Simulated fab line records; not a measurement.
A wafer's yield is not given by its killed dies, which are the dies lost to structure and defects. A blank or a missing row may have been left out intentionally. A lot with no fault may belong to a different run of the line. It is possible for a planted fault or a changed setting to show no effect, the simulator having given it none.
Which tool did it? || flow rit cmos || 14 lots with 42 wafers sampled at 2 steps, on a route of 202 steps

WHAT THE GAUGES SHOWED, per wafer
The record holds no reading of a measuring or inspecting step that can be judged against a usual standard deviation.

WHAT TOOL EACH LOT RAN ON (gives the tool, then ch and the chambers of the sampled wafers, and finally the start)
{"lot": "L920", "RIT_M1_ANNEAL_15": "furnace-02 ch 0, day 3 14:01", "RIT_M1_PROBE_99": "prober-01, day 3 15:41"}
{"lot": "L921", "RIT_M1_ANNEAL_15": "furnace-02 ch 0, day 3 19:19", "RIT_M1_PROBE_99": "prober-02, day 3 21:02"}
{"lot": "L922", "RIT_M1_ANNEAL_15": "furnace-02 ch 0, day 4 00:25", "RIT_M1_PROBE_99": "prober-01, day 4 02:05"}
{"lot": "L923", "RIT_M1_ANNEAL_15": "furnace-02 ch 0, day 4 04:11", "RIT_M1_PROBE_99": "prober-02, day 4 05:48"}
{"lot": "L925", "RIT_M1_ANNEAL_15": "furnace-02 ch 0, day 4 16:17", "RIT_M1_PROBE_99": "prober-02, day 4 18:00"}
{"lot": "L927", "RIT_M1_ANNEAL_15": "furnace-02 ch 0, day 5 01:44", "RIT_M1_PROBE_99": "prober-02, day 5 03:21"}
{"lot": "L929", "RIT_M1_ANNEAL_15": "furnace-02, day 5 11:43", "RIT_M1_PROBE_99": "prober-02, day 5 13:23"}
{"lot": "L930", "RIT_M1_ANNEAL_15": "furnace-02, day 5 20:38", "RIT_M1_PROBE_99": "prober-01, day 5 22:18"}
{"lot": "L933", "RIT_M1_ANNEAL_15": "furnace-02 ch 0, day 6 06:26", "RIT_M1_PROBE_99": "prober-02, day 6 08:09"}
{"lot": "L937", "RIT_M1_ANNEAL_15": "furnace-02 ch 0, day 7 10:38", "RIT_M1_PROBE_99": "prober-02, day 7 12:22"}
{"lot": "L938", "RIT_M1_ANNEAL_15": "furnace-02 ch 0, day 7 22:26", "RIT_M1_PROBE_99": "prober-01, day 8 00:06"}
{"lot": "L939", "RIT_M1_ANNEAL_15": "furnace-02 ch 0, day 8 08:59", "RIT_M1_PROBE_99": "prober-02, day 8 10:40"}
{"lot": "L940", "RIT_M1_ANNEAL_15": "furnace-02 ch 0, day 8 19:43", "RIT_M1_PROBE_99": "prober-01, day 8 21:20"}
{"lot": "L941", "RIT_M1_ANNEAL_15": "furnace-02 ch 0, day 8 21:43", "RIT_M1_PROBE_99": "prober-02, day 8 23:20"}
- RIT_M1_ANNEAL_15: time 1800 s.
- RIT_M1_PROBE_99

WHAT THE TOOLS THEMSELVES READ (means of the sampled wafers that have a number; where no wafer has one, the mark that the record gives instead)
RIT_M1_ANNEAL_15. Usual: spike tc centre C 450.9 C, standard deviation 1.1; spike tc load C 471.4 C, standard deviation 1.
{"lot": "L920", "tool": "furnace-02", "spike tc centre C (C)": 451.2, "spike tc load C (C)": 470.9, "flag": ""}
{"lot": "L921", "tool": "furnace-02", "spike tc centre C (C)": 450.6, "spike tc load C (C)": 470.3, "flag": ""}
{"lot": "L922", "tool": "furnace-02", "spike tc centre C (C)": 450.3, "spike tc load C (C)": 471.0, "flag": ""}
{"lot": "L923", "tool": "furnace-02", "spike tc centre C (C)": 451.0, "spike tc load C (C)": 471.3, "flag": ""}
{"lot": "L925", "tool": "furnace-02", "spike tc centre C (C)": 451.3, "spike tc load C (C)": 471.0, "flag": ""}
{"lot": "L927", "tool": "furnace-02", "spike tc centre C (C)": 449.6, "spike tc load C (C)": 471.5, "flag": ""}
{"lot": "L929", "tool": "furnace-02", "spike tc centre C (C)": "-", "spike tc load C (C)": "-", "flag": "OFF"}
{"lot": "L930", "tool": "furnace-02", "spike tc centre C (C)": "-", "spike tc load C (C)": "-", "flag": "OFF"}
{"lot": "L933", "tool": "furnace-02", "spike tc centre C (C)": 450.0, "spike tc load C (C)": 471.8, "flag": ""}
{"lot": "L937", "tool": "furnace-02", "spike tc centre C (C)": 451.7, "spike tc load C (C)": 471.0, "flag": ""}
{"lot": "L938", "tool": "furnace-02", "spike tc centre C (C)": 451.4, "spike tc load C (C)": 471.8, "flag": ""}
{"lot": "L939", "tool": "furnace-02", "spike tc centre C (C)": 451.9, "spike tc load C (C)": 471.7, "flag": ""}
{"lot": "L940", "tool": "furnace-02", "spike tc centre C (C)": 449.8, "spike tc load C (C)": 470.5, "flag": ""}
{"lot": "L941", "tool": "furnace-02", "spike tc centre C (C)": 451.7, "spike tc load C (C)": 471.5, "flag": ""}

RIT_M1_PROBE_99. Usual: defect limited yield 97.3 %, standard deviation 1.2; killed at contacts 0.1, standard deviation 0.25; killed at front end 7, standard deviation 3.3; killed dies 7, standard deviation 3.2; killed open 3.6, standard deviation 2.2; killed short 3.5, standard deviation 2; sort_bin_3_pad_short 0.2 %, standard deviation 0.24; sort_bin_5_function 1.5 %, standard deviation 0.88; sort_bin_6_memory 1.0 %, standard deviation 0.68; sort n pass 257, standard deviation 3.2; sort yield pct 97.3 %, standard deviation 1.2.
{"lot": "L920", "tool": "prober-01", "defect limited yield (%)": 98.9, "killed at contacts": 0.0, "killed at front end": 3, "killed dies": 3, "killed open": 1.3, "killed short": 1.7, "sort_bin_3_pad_short (%)": 0.1, "sort_bin_5_function (%)": 0.4, "sort_bin_6_memory (%)": 0.6, "sort n pass": 261, "sort yield pct (%)": 98.9, "flag": ""}
{"lot": "L921", "tool": "prober-02", "defect limited yield (%)": 96.5, "killed at contacts": 0.0, "killed at front end": 9, "killed dies": 9, "killed open": 4.3, "killed short": 5.0, "sort_bin_3_pad_short (%)": 0.1, "sort_bin_5_function (%)": 2.2, "sort_bin_6_memory (%)": 1.3, "sort n pass": 255, "sort yield pct (%)": 96.5, "flag": ""}
{"lot": "L922", "tool": "prober-01", "defect limited yield (%)": 98.0, "killed at contacts": 0.0, "killed at front end": 5, "killed dies": 5, "killed open": 2.3, "killed short": 3.0, "sort_bin_3_pad_short (%)": 0.3, "sort_bin_5_function (%)": 1.4, "sort_bin_6_memory (%)": 0.4, "sort n pass": 259, "sort yield pct (%)": 98.0, "flag": ""}
{"lot": "L923", "tool": "prober-02", "defect limited yield (%)": 98.0, "killed at contacts": 0.0, "killed at front end": 5, "killed dies": 5, "killed open": 2.3, "killed short": 3.0, "sort_bin_3_pad_short (%)": 0.1, "sort_bin_5_function (%)": 1.1, "sort_bin_6_memory (%)": 0.8, "sort n pass": 259, "sort yield pct (%)": 98.0, "flag": ""}
{"lot": "L925", "tool": "prober-02", "defect limited yield (%)": 97.6, "killed at contacts": 0.3, "killed at front end": 6, "killed dies": 6, "killed open": 3.7, "killed short": 2.7, "sort_bin_3_pad_short (%)": 0.1, "sort_bin_5_function (%)": 1.5, "sort_bin_6_memory (%)": 0.8, "sort n pass": 258, "sort yield pct (%)": 97.6, "flag": ""}
{"lot": "L927", "tool": "prober-02", "defect limited yield (%)": 98.2, "killed at contacts": 0.0, "killed at front end": 5, "killed dies": 5, "killed open": 1.3, "killed short": 3.3, "sort_bin_3_pad_short (%)": 0.3, "sort_bin_5_function (%)": 1.3, "sort_bin_6_memory (%)": 0.3, "sort n pass": 259, "sort yield pct (%)": 98.2, "flag": ""}
{"lot": "L929", "tool": "prober-02", "defect limited yield (%)": 97.6, "killed at contacts": 0.0, "killed at front end": 6, "killed dies": 6, "killed open": 5.0, "killed short": 1.3, "sort_bin_3_pad_short (%)": 0.0, "sort_bin_5_function (%)": 1.9, "sort_bin_6_memory (%)": 0.5, "sort n pass": 258, "sort yield pct (%)": 97.6, "flag": ""}
{"lot": "L930", "tool": "prober-01", "defect limited yield (%)": 98.1, "killed at contacts": 0.7, "killed at front end": 4, "killed dies": 5, "killed open": 2.7, "killed short": 2.3, "sort_bin_3_pad_short (%)": 0.3, "sort_bin_5_function (%)": 0.9, "sort_bin_6_memory (%)": 0.8, "sort n pass": 259, "sort yield pct (%)": 98.1, "flag": ""}
{"lot": "L933", "tool": "prober-02", "defect limited yield (%)": 96.3, "killed at contacts": 0.0, "killed at front end": 10, "killed dies": 10, "killed open": 6.0, "killed short": 3.7, "sort_bin_3_pad_short (%)": 0.0, "sort_bin_5_function (%)": 2.4, "sort_bin_6_memory (%)": 1.3, "sort n pass": 254, "sort yield pct (%)": 96.3, "flag": ""}
{"lot": "L937", "tool": "prober-02", "defect limited yield (%)": 98.2, "killed at contacts": 0.0, "killed at front end": 5, "killed dies": 5, "killed open": 2.3, "killed short": 2.3, "sort_bin_3_pad_short (%)": 0.1, "sort_bin_5_function (%)": 0.8, "sort_bin_6_memory (%)": 0.9, "sort n pass": 259, "sort yield pct (%)": 98.2, "flag": ""}
{"lot": "L938", "tool": "prober-01", "defect limited yield (%)": 97.0, "killed at contacts": 0.0, "killed at front end": 8, "killed dies": 8, "killed open": 5.7, "killed short": 2.3, "sort_bin_3_pad_short (%)": 0.3, "sort_bin_5_function (%)": 2.0, "sort_bin_6_memory (%)": 0.8, "sort n pass": 256, "sort yield pct (%)": 97.0, "flag": ""}
{"lot": "L939", "tool": "prober-02", "defect limited yield (%)": 96.5, "killed at contacts": 0.0, "killed at front end": 9, "killed dies": 9, "killed open": 4.0, "killed short": 5.3, "sort_bin_3_pad_short (%)": 0.1, "sort_bin_5_function (%)": 2.1, "sort_bin_6_memory (%)": 1.3, "sort n pass": 255, "sort yield pct (%)": 96.5, "flag": ""}
{"lot": "L940", "tool": "prober-01", "defect limited yield (%)": 97.5, "killed at contacts": 0.0, "killed at front end": 7, "killed dies": 7, "killed open": 3.3, "killed short": 3.3, "sort_bin_3_pad_short (%)": 0.1, "sort_bin_5_function (%)": 1.3, "sort_bin_6_memory (%)": 1.1, "sort n pass": 257, "sort yield pct (%)": 97.5, "flag": ""}
{"lot": "L941", "tool": "prober-02", "defect limited yield (%)": 97.1, "killed at contacts": 0.0, "killed at front end": 8, "killed dies": 8, "killed open": 3.7, "killed short": 3.7, "sort_bin_3_pad_short (%)": 0.1, "sort_bin_5_function (%)": 1.6, "sort_bin_6_memory (%)": 1.1, "sort n pass": 256, "sort yield pct (%)": 97.1, "flag": ""}

THE ANSWER, worked out from the rows above alone
Rule: lot off if the mean of its wafers having a number is beyond 3 standard deviations from the usual mean. A lot without any number at a reading at which 4 lots or more have one is off too. Any other lot the step has rows for is counted as sound. The gauges are gone through in route order, then the tools' own readings, and for those a lot's mean is taken as printed above. The first step at which some lot is off is used, and at that step the reading that is off furthest; a lot without a number counts as furthest.
Off, at RIT_M1_ANNEAL_15 on spike tc centre C: L929, L930. Without a number there: L929, L930.
A tool fits if, at that step or a process step before it, it ran every lot that is off, and no sound lot after the first of them. No candidate that was tried fits.

WHAT HAD BEEN PUT IN BY THE SIMULATOR
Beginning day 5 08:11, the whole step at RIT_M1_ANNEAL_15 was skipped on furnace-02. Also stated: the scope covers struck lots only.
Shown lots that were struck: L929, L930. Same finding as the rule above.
